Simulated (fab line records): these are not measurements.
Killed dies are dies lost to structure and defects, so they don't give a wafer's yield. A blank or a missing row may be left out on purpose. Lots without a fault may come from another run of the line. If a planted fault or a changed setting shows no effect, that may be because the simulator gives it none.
A struck lot beside a sound one    flow berkeley-cmos170    15 steps out of a route of 331
Sound: wafers L612.3, L612.4, L612.5. Wafers struck: L621.1, L621.3, L621.5. The cause comes at the end.
Order at every step that has rows: each side's tool, ch and its chambers, its first start. Under that, the readings that differ: sound wafers    struck wafers    difference of the means    sigmas: that difference in standard deviations of wafers without a fault.
alike: readings whose means differ by less than 2 such deviations, and words and numbers that are the same on both sides. not compared: withheld readings, readings that some wafer has no value for, bounds like >300 that may hide the same value, and numbers for which the record gives no deviation and whose values overlap.
A row with sigmas, a row that says differs or no value, or rows on one side alone: a step with any of these is where the two part. Numbers that don't overlap but have no deviation are shown without sigmas and don't part them. Lack of a reading on every wafer of one side parts them only where that side has two or more wafers.

first, 1 step without rows for these wafers: UCB170_M2_SOFTBAKE_06 (time 60 s).
UCB170_M2_STRIP_07: strips in O2.
  sound on plasma-asher-01 ch 0,1, day 9 20:09; struck on plasma-asher-03 ch 0,1, day 11 10:34
  alike: drypump-motor-current-A, oes-product-au, strip-time-to-endpoint-s
  not compared: rf-hours-counter-h
then, 7 steps without rows for these wafers: UCB170_M2_STRIP_08 (strips KrF in DMSO, time 600 s); UCB170_M2_COAT_09; UCB170_M2_COAT_10 (resist thk 900 nm); UCB170_M2_SOFTBAKE_11 (time 60 s); UCB170_M2_EXPOSE_12 (exposes mask METAL2, target cd 700 nm); UCB170_M2_PEB_13; UCB170_M2_DEVELOP_14 (develop time 43.67 s).
UCB170_M2_CD_MEAS_15 targets a cd of 700 nm.
  sound on cd-sem-02 at day 9 21:32; struck on cd-sem-01 at day 11 11:59
  alike: cd-nm
UCB170_M2_OVL_MEAS_16:
  sound on overlay-02 at day 9 21:38; struck on overlay-02 at day 11 12:06
  alike: M2_OVL
UCB170_M2_ETCH_17: etches BARC in N2/H2.
  sound on rie-diel-03 ch 0,1,2, day 9 21:39; struck on rie-diel-03 ch 0,3, day 11 12:08
  alike: drypump-motor-current-A, oes-product-au, throttle-valve-pct
UCB170_M2_METAL_ETCH_18: etches Al in Cl2/BCl3, stops on SiO2, target depth 1170 nm, time 195 s.
  sound on rie-metal-04 ch 0,1, day 9 21:46; struck on rie-metal-04 ch 0,1, day 11 12:10
reading                              sound              struck                difference  sigmas
over-etch-frac                       0.3 0.3 0.3        0.3642 0.3642 0.3642  +0.0642     
model.KrF_of_M2_COAT_10.thk-nm (nm)  189.9 194.3 192.7  175.6 167.9 154.8     -26.2       
  alike: drypump-motor-current-A, oes-product-au, throttle-valve-pct
  not compared: rf-hours-counter-h
UCB170_M2_STRIP_19: strips in O2.
  sound on plasma-asher-01 ch 0,1, day 9 21:55; struck on plasma-asher-04 ch 0,1, day 11 12:22
reading                sound              struck             difference  sigmas
oes-product-au (a.u.)  0.522 0.535 0.529  0.505 0.494 0.486  -0.034      -2
  alike: drypump-motor-current-A
  not compared: rf-hours-counter-h
UCB170_M2_CD_MEAS_90 targets a cd of 700 nm.
  sound on cd-sem-02 at day 9 22:01; struck on cd-sem-01 at day 11 12:28
  alike: cd-nm

WHERE THEY PART
Only at UCB170_M2_STRIP_19, within this record. Later steps at which nothing parts them and some readings are alike: UCB170_M2_CD_MEAS_90.

WHY: what had been put in by the simulator
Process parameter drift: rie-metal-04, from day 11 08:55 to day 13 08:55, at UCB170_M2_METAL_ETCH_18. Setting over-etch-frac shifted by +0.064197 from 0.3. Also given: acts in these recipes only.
